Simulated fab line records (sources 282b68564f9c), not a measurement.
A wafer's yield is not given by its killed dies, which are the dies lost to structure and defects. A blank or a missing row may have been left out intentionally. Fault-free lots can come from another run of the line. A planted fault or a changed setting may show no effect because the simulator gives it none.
A lot that was struck, set against a sound lot -- flow rit cmos -- 18 out of 202 route steps
Sound: wafers L468.1, L468.3, L468.5. Struck: wafers L474.1, L474.3 (left out: L474.5, a lot-mate that was not struck); the cause follows at the end.
Per side, at each step with rows, come the tool, then ch with its chambers, and then its first start. Under that, the readings that differ: sound wafers -- struck wafers -- difference of the means -- sigmas: that difference in standard deviations of wafers without a fault.
alike: readings whose means differ by less than 2 such deviations, and words and numbers that are the same on both sides. not compared: withheld readings, readings that some wafer has no value for, bounds like >300 that may hide the same value, and numbers for which the record gives no deviation and whose values overlap.
Wherever a step has rows on one side only, a row that says differs or no value, or a row with sigmas, the two part there. When numbers do not overlap yet have no deviation, they are printed without sigmas and do not part them. A reading missing from all wafers of one side parts the sides only when that side holds two or more wafers.

RIT_M1_SPUTTER_00: material Al, target thk 400 nm, time 500 s.
  sound: pvd sputter-01 at day 5 17:02; struck: pvd sputter-04 at day 7 00:38
  alike: substrate temp c, throttle valve pct
RIT_M1_RS_MEAS_01: the measuring method here is four-point-probe.
  sound: film metro-03 at day 5 17:19; struck: film metro-03 at day 7 00:56
  alike: M1_AL_RS
RIT_M1_THK_MEAS_02: measures by xrf.
  sound: film metro-03 at day 5 17:26; struck: film metro-03 at day 7 01:03
  alike: M1_AL_THK
then, 6 steps without rows for these wafers: RIT_M1_HMDS_03 (prime time 60 s); RIT_M1_COAT_04 (resist thk 1300 nm); RIT_M1_SOFTBAKE_05 (time 60 s); RIT_M1_EXPOSE_06 (exposes mask M12, target cd 2600 nm); RIT_M1_PEB_07; RIT_M1_DEVELOP_08 (develop time 68 s).
RIT_M1_CD_MEAS_09: the cd target is 2600 nm.
  sound: cd sem-01 at day 5 18:35; struck: cd sem-02 at day 7 01:59
  alike: cd nm
RIT_M1_OVL_MEAS_10:
  sound: overlay-02 at day 5 18:43; struck: overlay-01 at day 7 02:07
  alike: M1_OVL
then, 1 step without rows for these wafers: RIT_M1_HARDBAKE_11 (time 120 s).
RIT_M1_METAL_ETCH_12: etches Al in Cl2/BCl3, stops on SiO2, time 165 s, target depth 600 nm.
  sound on rie metal-02 ch 0,1, day 5 18:59; struck on rie metal-01 ch 0, day 7 02:23
reading,sound,struck,difference,sigmas
oes product au (a.u.),0.777 0.749 0.754,0.680 0.681,-0.079,-7
run length s (s),193.3 193.0 193.7,240.1 240.2,+46.8,+90
model.NOVOLAK_of_M1_COAT_04.thk nm (nm),799.6 796.3 795.3,682.9 676.4,-117.4,
model.M1.feature depth nm (nm),429.2 429 430.1,447.5 442.3,+15.5,
model.SiO2_of_CONTACT_CVD_00.thk nm (nm),357.9 358.1 357,356 354.8,-2,
  alike: drypump motor current A, throttle valve pct
  not compared: rf hours counter h
then, 1 step without rows for these wafers: RIT_M1_STRIP_13 (strips in nmp, time 600 s).
RIT_M1_STRIP_14: strips in O2, time 180 s.
  sound on plasma asher-02 ch 0,1, day 5 19:20; struck on plasma asher-02 ch 0,1, day 7 02:44
  alike: drypump motor current A, rf refl power W
  not compared: rf hours counter h
RIT_M1_CD_MEAS_90: the cd target is 2600 nm.
  sound: cd sem-02 at day 5 19:31; struck: cd sem-01 at day 7 02:54
reading,sound,struck,difference,sigmas
cd nm (nm),2599 2596 2597,2587 2588,-10,-3
then, 1 step without rows for these wafers: RIT_M1_ANNEAL_15 (time 1800 s).
RIT_M1_PROBE_99:
  sound: prober-02 at day 5 22:26; struck: prober-01 at day 7 04:38
reading,sound,struck,difference,sigmas
model.etest.antenna m1.vt shift v (V),-0.01468 -0.01222 -0.01937,-0.02136 -0.02427,-0.00739,
  alike: defect limited yield, killed at contacts, killed at front end, killed dies, killed open, killed short, sort_bin_3_pad_short, sort_bin_5_function, sort_bin_6_memory, sort n pass, sort yield pct

== WHERE THEY PART ==
First at RIT_M1_METAL_ETCH_12; last, within this record, at RIT_M1_CD_MEAS_90. Later steps at which nothing parts them and some readings are alike: RIT_M1_PROBE_99.

WHY: what had been put in by the simulator
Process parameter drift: rie metal-01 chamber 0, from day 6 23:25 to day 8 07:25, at RIT_M1_METAL_ETCH_12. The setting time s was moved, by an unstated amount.
